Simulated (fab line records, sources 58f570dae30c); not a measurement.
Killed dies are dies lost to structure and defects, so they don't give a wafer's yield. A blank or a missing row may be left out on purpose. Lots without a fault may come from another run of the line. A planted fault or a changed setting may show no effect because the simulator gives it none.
fab line records | flow berkeley_cmos170
record lots=14 wafers=42 last_day=12
route steps=331 shown PVT@120
lots that met no fault: from a run of the same line without faults
start_h: hours from the record's first day to the start of the lot's first wafer shown | wait_h: hours since the lot's step before | " the same as in the row above | L1.1+2: a row that stands for several wafers | - no value, or no start given | * or withheld: withheld | < > ~ a bound
route shown NAME@n: a module of which the file shows steps, and the number in the route of the first | usual: mean/standard deviation of fault-free wafers | same: alike in all rows | chamber/n: place in a boat | sites: the reading at each site | _std_site: their standard deviation | _edge_site: outer sites' mean less inner sites' | radius_mm: how far each site lies from the wafer's centre | mask NAME#n: copy n | behind: the tool/chamber that last shaped the wafer | hold: why the lot was held/for how many hours/how that ended | device: the transistor (n, p or np) that didn't switch | end of line: the same wafers' tests at the end of the route | a step without rows: its recipe alone | killed: dies lost to structure and defects at the first sort, not the wafer's yield | map: a wafer's dies, x killed, . not, _ none there
set.NAME: the setting as run; set.NAME@STEP: as run at that earlier step | model.NAME: the simulator's own value behind a step, which no gauge read
steps of the route over a sample of lots; a table a step, a row a wafer
## steps
# step UCB170_PVT_DEVELOP_05
# recipe developer=TMAH develop_time_s=45 resist=KrF dev_temp_c=21
# columns lot.wafer tool chamber start_h wait_h
L511.2+4+5 litho_track-04 0 101 -
L512.4+5+6 litho_track-03 0 101 -
L515.2+5+6 litho_track-03 0 116 -
L513.1+2+6 litho_track-03 0 117 -
L514.1+4+6 litho_track-04 0 117 -
L516.1+2+6 litho_track-03 0 135 -
L520.2+3+6 litho_track-01 0 157 -
L525.1+4+6 litho_track-03 0 177 -
L526.1+4+5 litho_track-01 0 190 -
L528.2+5+6 litho_track-01 0 202 -
L530.1+3+5 litho_track-04 0 202 -
L529.3+4+5 litho_track-03 0 203 -
L534.1+3+4 litho_track-03 0 224 -
L532.2+3+6 litho_track-04 0 224 -
# step UCB170_PVT_TW_MEAS_09
# usual PVT_TW=512/6.3
# columns lot.wafer tool chamber start_h wait_h PVT_TW
L511.2 film_metro-03 - 101.59 0.1 508
L511.4 " - " " 510
L511.5 " - " " 508
L512.4 film_metro-04 - 101.81 0.1 505
L512.5 " - " " 508
L512.6 " - " " 507
L515.2 film_metro-04 - 117.27 0.1 509
L515.5 " - " " 507
L515.6 " - " " 507
L513.1 film_metro-02 - 117.54 0.1 523
L513.2 " - " " 519
L513.6 " - " " 522
L514.1 film_metro-04 - 117.62 0.1 507
L514.4 " - " " 506
L514.6 " - " " 508
L516.1 film_metro-02 - 136.13 0.1 527
L516.2 " - " " 528
L516.6 " - " " 526
L520.2 film_metro-04 - 158.32 0.1 507
L520.3 " - " " 507
L520.6 " - " " 509
L525.1 film_metro-03 - 177.75 0.1 507
L525.4 " - " " 510
L525.6 " - " " 509
L526.1 film_metro-03 - 190.93 0.1 31
L526.4 " - " " 31
L526.5 " - " " 31
L528.2 film_metro-02 - 202.93 0.1 32
L528.5 " - " " 32
L528.6 " - " " 32
L530.1 film_metro-03 - 203.16 0.1 511
L530.3 " - " " 512
L530.5 " - " " 510
L529.3 film_metro-04 - 203.42 0.1 507
L529.4 " - " " 505
L529.5 " - " " 506
L534.1 film_metro-04 - 225.15 0.1 503
L534.3 " - " " 503
L534.4 " - " " 507
L532.2 film_metro-03 - 225.22 0.1 510
L532.3 " - " " 512
L532.6 " - " " 512
## key
first_sign step=UCB170_PVT_TW_MEAS_09 reading=PVT_TW direction=down sigmas=76 usual=512 struck=31
effect none on later readings
met_at UCB170_PVT_DEVELOP_05
struck_lots L526,L528
sort_left_out L526.1,L526.4,L526.5,L528.2,L528.5,L528.6
tester_left_out L526,L528
onset_between 157 190
fault kind=process_parameter_drift tool=litho_track-01 chamber=- onset_h=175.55 steps=UCB170_PVT_DEVELOP_05 channel=develop_time_s offset=* shape=step end_h=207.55 acts_in=* stated=*
# tester_left_out: of these lots the tester's yield and bins aren't shown, on N5 and GAA mostly nor the transistor test; their killed dies are dies lost to structure and defects alone, not to doping, threshold or leakage, so they don't give the yield
# sort_left_out: the simulated sort isn't trusted on such a fault, so these wafers' sort isn't shown, and their yield isn't known
